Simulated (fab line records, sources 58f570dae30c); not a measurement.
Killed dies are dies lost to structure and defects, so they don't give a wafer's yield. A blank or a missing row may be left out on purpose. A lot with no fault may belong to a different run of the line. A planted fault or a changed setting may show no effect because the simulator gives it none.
Problem report, 8D (eight disciplines) form, completed by code    flow berkeley-cmos170    the parts of the form that need people (team, actions taken, sign-off) are left out

1. THE ISSUE
SCREENOX_OXIDE_THK at UCB170_SCREENOX_THK_MEAS_02 reads a mean of 19.94 nm on 9 wafers of 3 lots; wafers without a fault read 14.48 nm with a standard deviation of 0.29. That is +19 standard deviations from the usual mean.
First seen on wafer L990.1, day 9 04:55, on film-metro-02. The record has a number at this step for 45 wafers belonging to 15 lots. Rule for "out" (also "out of limits"): further than 4 standard deviations from the usual mean. Any other wafer with a number is counted as sound.

2. WHAT IT IS, AND WHAT IT ISN'T
question                     is                                           is not
which readings at this step  SCREENOX_OXIDE_THK                           -
which lots                   L990, L991, L992                             L102, L981, L982, L983, L984, L986, L987, L988, L995, L996, L997, L999
which wafers of those lots   all that have a number                       -
read on which gauges         film-metro-01, film-metro-02, film-metro-03  -
when                         from day 9 04:55                             up to then (21 sound wafers); but 15 sound wafers of L102, L995, L996, L997, L999 came after

3. SUSPECTS, AND WHAT RULES EACH OUT
Counting: a tool stays on the suspect list if, at a process step up to the reading, it processed all lots that are out and no sound lot following the first of them.
- the gauge at UCB170_SCREENOX_THK_MEAS_02 is ruled out. 3 gauges (film-metro-01, film-metro-02, film-metro-03) read the wafers that are out.
- furnace-02 at UCB170_SCREENOX_OXIDATION_01 (target thk 14.4 nm, ox time 2400 s): kept. Every lot that is out went through it, starting with L990 (day 9 03:14), and after that it ran no sound lot; the last sound lot it ran before then is L987 (day 8 00:02). Its own readings are out on those wafers: spike-tc-centre-C, spike-tc-load-C, spike-tc-source-C, tube-center-temp-C, tube_center_temp_C_max.
After counting, what remains is furnace-02 at UCB170_SCREENOX_OXIDATION_01.

4. THE CAUSE (what the simulator had put in)
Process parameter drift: furnace-02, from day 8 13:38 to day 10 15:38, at UCB170_SCREENOX_OXIDATION_01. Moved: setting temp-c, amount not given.
Only this tool survived the counting.

5. SEQUENCE OF EFFECTS, ordered by route
Each row: a reading whose mean over the struck wafers that have a number lies more than 3 standard deviations from the usual. Only readings for which the record gives a usual standard deviation are gone through. hours: the time from each lot's start at the first step in this table that gives one to its start at this step, as a median over the lots. sigmas: the change in usual standard deviations.
hours  step                          reading                 usual     on struck wafers  change  sigmas
0      UCB170_SCREENOX_OXIDATION_01  spike-tc-centre-C       902.0 C   934.2             +32.2   +29
0      UCB170_SCREENOX_OXIDATION_01  spike-tc-load-C         926.7 C   958.2             +31.5   +13
0      UCB170_SCREENOX_OXIDATION_01  spike-tc-source-C       922.7 C   956.4             +33.7   +13
0      UCB170_SCREENOX_OXIDATION_01  tube-center-temp-C      900 C     932               +32     +99 or more
0      UCB170_SCREENOX_OXIDATION_01  tube_center_temp_C_max  902.3     934.3             +32.0   +89
2      UCB170_SCREENOX_THK_MEAS_02   SCREENOX_OXIDE_THK      14.48 nm  19.94             +5.46   +19
Here are the process steps it includes:
- UCB170_SCREENOX_OXIDATION_01: target thk 14.4 nm, ox time 2400 s.

6. WHAT WOULD HAVE CAUGHT IT SOONER
15 hours passed between the start of the fault at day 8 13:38 and the first reading out of limits at a measuring or inspecting step in this record, taken at day 9 04:55.
Tool's own readings at UCB170_SCREENOX_OXIDATION_01, spike-tc-centre-C, spike-tc-load-C, spike-tc-source-C, tube-center-temp-C, tube_center_temp_C_max: out on all struck wafers the step has rows for; an alarm limit on them would have tripped on the first.
By day 9 04:55, every lot that is out (3) had started UCB170_SCREENOX_OXIDATION_01 on furnace-02. A hold on the tool at that time would have spared none of them.
